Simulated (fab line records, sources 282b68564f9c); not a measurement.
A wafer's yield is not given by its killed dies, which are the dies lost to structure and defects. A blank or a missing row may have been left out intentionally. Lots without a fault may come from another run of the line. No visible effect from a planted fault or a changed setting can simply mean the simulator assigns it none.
Which tool did it? | flow rit_cmos | Sampling: 14 lots, 42 wafers, 5 of 202 route steps

== WHAT THE GAUGES SHOWED, per wafer ==
RIT_FOX2_THK_MEAS_01.
lot  | measured    | on            | FOX2_OXIDE_THK (nm)
L339 | day 1 19:25 | film_metro-02 | 355 354 358
L341 | day 2 06:07 | film_metro-04 | 360 357 361
L343 | day 2 14:56 | film_metro-04 | 364 361 364
L345 | day 3 00:23 | film_metro-01 | 352 351 363
L346 | day 3 05:23 | film_metro-04 | 359 357 362
L347 | day 3 10:29 | film_metro-02 | 361 361 360
L349 | day 3 20:22 | film_metro-04 | 357 364 356
L350 | day 4 01:31 | film_metro-01 | 355 357 357
L351 | day 4 07:44 | film_metro-04 | 373 371 362
L352 | day 4 12:42 | film_metro-04 | 370 367 367
L354 | day 4 21:19 | film_metro-01 | 363 364 370
L358 | day 5 17:55 | film_metro-04 | 351 353 353
L360 | day 6 03:26 | film_metro-04 | 364 365 364
L361 | day 6 08:47 | film_metro-01 | 351 357 357

RIT_FOX2_THK_MEAS_91.
lot  | measured    | on            | FIELD_OXIDE_LEFT_2_THK (nm)
L339 | day 2 08:46 | film_metro-02 | 259 258 263
L341 | day 2 19:36 | film_metro-04 | 264 262 266
L343 | day 3 04:42 | film_metro-04 | 268 266 269
L345 | day 3 13:56 | film_metro-01 | 257 256 267
L346 | day 3 19:01 | film_metro-01 | 264 262 267
L347 | day 4 00:10 | film_metro-04 | 266 266 266
L349 | day 4 10:29 | film_metro-04 | 262 268 261
L350 | day 4 15:10 | film_metro-04 | 259 261 261
L351 | day 4 20:54 | film_metro-02 | 278 276 267
L352 | day 5 02:25 | film_metro-04 | 275 272 272
L354 | day 5 10:26 | film_metro-04 | 268 269 274
L358 | day 6 07:16 | film_metro-02 | 256 258 257
L360 | day 6 16:50 | film_metro-04 | 269 270 269
L361 | day 6 22:16 | film_metro-01 | 257 262 262

RIT_NSD_TW_MEAS_10.
lot  | measured    | on            | NSD_TW
L339 | day 3 00:17 | film_metro-02 | 3093 3102 3104
L341 | day 3 10:10 | film_metro-01 | 3110 3113 3110
L343 | day 3 19:32 | film_metro-02 | 3115 3106 3094
L345 | day 4 05:33 | film_metro-02 | 3099 3105 3081
L346 | day 4 09:57 | film_metro-01 | 3143 3143 3151
L347 | day 4 15:53 | film_metro-03 | 3138 3137 3147
L349 | day 5 01:34 | film_metro-02 | 3100 3091 3086
L350 | day 5 07:02 | film_metro-03 | 3423 3437 3450
L351 | day 5 13:35 | film_metro-01 | 3118 3111 3118
L352 | day 5 22:59 | film_metro-01 | 3118 3108 3125
L354 | day 6 01:26 | film_metro-01 | 3430 3459 3424
L358 | day 6 22:04 | film_metro-01 | 3123 3122 3121
L360 | day 7 07:49 | film_metro-01 | 3114 3120 3135
L361 | day 7 13:49 | film_metro-01 | 3127 3132 3121

RIT_SDANNEAL_RS_MEAS_05: measures by four-point-probe.
lot  | measured    | on            | NSD_RS (ohm/sq)
L339 | day 3 02:22 | film_metro-01 | 85.22 85.21 85.25
L341 | day 3 12:14 | film_metro-03 | 84.72 84.81 84.53
L343 | day 3 21:33 | film_metro-03 | 84.53 84.22 84.68
L345 | day 4 07:38 | film_metro-03 | 84.08 84.69 84.31
L346 | day 4 12:00 | film_metro-02 | 84.36 84.80 84.53
L347 | day 4 18:03 | film_metro-03 | 84.09 84.21 84.37
L349 | day 5 03:36 | film_metro-02 | 84.06 84.32 84.41
L350 | day 5 09:04 | film_metro-03 | 58.65 58.64 58.80
L351 | day 5 15:44 | film_metro-03 | 84.87 84.79 84.75
L352 | day 6 01:02 | film_metro-02 | 84.44 84.19 84.24
L354 | day 6 03:50 | film_metro-02 | 58.68 58.50 58.61
L358 | day 7 00:08 | film_metro-03 | 84.54 84.24 84.46
L360 | day 7 09:59 | film_metro-01 | 84.75 84.59 84.81
L361 | day 7 15:59 | film_metro-03 | 84.79 84.65 84.89

== WHICH TOOL RAN EACH LOT (tool, then ch and the chambers of the sampled wafers, then the start) ==
lot  | RIT_NSD_IMPLANT_08
L339 | implanter-04 ch 0, day 2 23:59
L341 | implanter-01 ch 0, day 3 09:52
L343 | implanter-02 ch 0, day 3 19:12
L345 | implanter-04 ch 0, day 4 05:16
L346 | implanter-01 ch 0, day 4 09:38
L347 | implanter-02 ch 0, day 4 15:34
L349 | implanter-02 ch 0, day 5 01:14
L350 | implanter-02 ch 0, day 5 06:44
L351 | implanter-04 ch 0, day 5 13:16
L352 | implanter-01 ch 0, day 5 22:40
L354 | implanter-02 ch 0, day 6 01:07
L358 | implanter-01 ch 0, day 6 21:47
L360 | implanter-04 ch 0, day 7 07:29
L361 | implanter-01 ch 0, day 7 13:29
- RIT_NSD_IMPLANT_08

== AS READ BY THE TOOLS THEMSELVES (means over the sampled wafers that have a number; for cases with no such wafer, the mark the record gives instead) ==
RIT_NSD_IMPLANT_08.
lot  | tool         | dose_ions_cm2 | end_station_pressure_torr (Torr) | faraday_current_uA
L339 | implanter-04 | 9.991e+14     | 7.5e-06                          | 3104
L341 | implanter-01 | 1.000e+15     | 7.3e-06                          | 3123
L343 | implanter-02 | 9.992e+14     | 7.3e-06                          | 3145
L345 | implanter-04 | 1.001e+15     | 7.3e-06                          | 3166
L346 | implanter-01 | 9.992e+14     | 7.4e-06                          | 3139
L347 | implanter-02 | 9.999e+14     | 7.9e-06                          | 3087
L349 | implanter-02 | 1.001e+15     | 7.5e-06                          | 3118
L350 | implanter-02 | 1.640e+15     | 8.8e-06                          | 5165
L351 | implanter-04 | 9.987e+14     | 7.2e-06                          | 3205
L352 | implanter-01 | 1.001e+15     | 7.6e-06                          | 3131
L354 | implanter-02 | 1.639e+15     | 8.7e-06                          | 5170
L358 | implanter-01 | 9.997e+14     | 7.3e-06                          | 3136
L360 | implanter-04 | 1.000e+15     | 7.6e-06                          | 3114
L361 | implanter-01 | 1.001e+15     | 7.4e-06                          | 3128

== THE ANSWER, worked out from the rows above alone ==
Rule: what is usual is taken from the lots themselves. The widest of any qualifying gaps counts: lots, ordered by their means at a reading, are off when they make up no more than a third of the lots, leave a main group of 4 or more, and stand apart from it by 3 or more times the standard deviation of that group's means. The tables above print the reading to a certain number of digits; a main group whose means all agree to those digits is not used. Also off: a lot with no number at a reading for which 4 or more lots have one. Any other lot the step has rows for is counted as sound. Order of review: gauges by route order, followed by the tools' own readings, for which a lot's mean as printed above is used. The first step at which some lot is off is used, and at that step the reading that is off furthest; a lot without a number counts as furthest.
Off: at RIT_NSD_TW_MEAS_10 (NSD_TW), L350, L354. The main group: mean 3116, standard deviation 16.
A tool fits if, at a process step before that reading, it ran every lot that is off, and no sound lot after the first of them. Not tried: the gauges at RIT_NSD_TW_MEAS_10; whatever is off there is also off at RIT_NSD_IMPLANT_08, on other tools, and gauge error can't account for it. One candidate fits, namely implanter-02 at RIT_NSD_IMPLANT_08. A fault onset in the window from L349 (day 5 01:14, its last sound lot) to L350 (day 5 06:44, its first lot off) fits.
The tool's own readings at RIT_NSD_IMPLANT_08 bear it out: on the lots that are off they differ by more than 5 times the standard deviation of the sound lots' means. dose_ions_cm2 reads 1.640e+15 there against 1.000e+15 on the sound lots; end_station_pressure_torr reads 8.7e-06 Torr there against 7.4e-06 Torr on the sound lots; faraday_current_uA reads 5168 there against 3133 on the sound lots.

== WHAT THE SIMULATOR PUT IN ==
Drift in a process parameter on implanter-02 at RIT_NSD_IMPLANT_08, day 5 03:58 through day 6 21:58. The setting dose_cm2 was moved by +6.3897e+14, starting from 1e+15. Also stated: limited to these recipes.
Lots struck among those shown: L350, L354. The rule above reached the same finding.
